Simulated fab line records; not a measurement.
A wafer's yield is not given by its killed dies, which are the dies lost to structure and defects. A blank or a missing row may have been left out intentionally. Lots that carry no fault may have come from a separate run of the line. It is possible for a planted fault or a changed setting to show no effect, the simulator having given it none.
Matching of chambers + flow berkeley_cmos170 + UCB170_V1_CMP_02 on cmp-01 has 4 sister chambers
The step polishes SiO2. 4 wafers are shown with their chamber, then 8 later ones without.

== EACH WAFER AND ITS CHAMBER ==
| wafer  | chamber | motor_current_A (A) |
|--------|---------|---------------------|
| L982.3 | 3       | 14.9                |
| L985.5 | 1       | 13.6                |
| L985.6 | 2       | 13.9                |
| L986.3 | 0       | 15.2                |

== WAFERS WITHOUT THEIR CHAMBER ==
| wafer  | motor_current_A (A) |
|--------|---------------------|
| L986.5 | 13.9                |
| L986.6 | 14.1                |
| L991.2 | 15.3                |
| L991.5 | 15.9                |
| L991.6 | 14.1                |
| L999.1 | 13.8                |
| L999.2 | 13.7                |
| L999.5 | 15.1                |

== EACH ONE'S CHAMBER ==
| wafer  | from the rows above     | in truth |
|--------|-------------------------|----------|
| L986.5 | can't be placed: 2 or 1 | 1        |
| L986.6 | can't be placed: 2 or 1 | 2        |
| L991.2 | can't be placed: 0 or 3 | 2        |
| L991.5 | can't be placed: 0 or 3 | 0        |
| L991.6 | can't be placed: 2 or 1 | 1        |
| L999.1 | can't be placed: 2 or 1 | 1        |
| L999.2 | can't be placed: 1 or 2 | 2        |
| L999.5 | can't be placed: 0 or 3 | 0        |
Correctly placed: 0 of 8. Can't be placed from these rows: 8 (the true chamber is among the candidates in 7). Number placed wrongly: 0.
How it was worked out, from the rows above alone: a wafer's distance from a chamber is the root of the sum, over the readings, of the square of ((its reading less the chamber's mean) divided by the reading's scatter). The wafer belongs to the nearest chamber; if the next one is less than 2 further off, it can't be placed. Each chamber's mean is taken over the wafers shown for it. The scatter: with one shown wafer a chamber, the root of the mean of the squares of how far each hidden wafer lies from its nearest shown one.
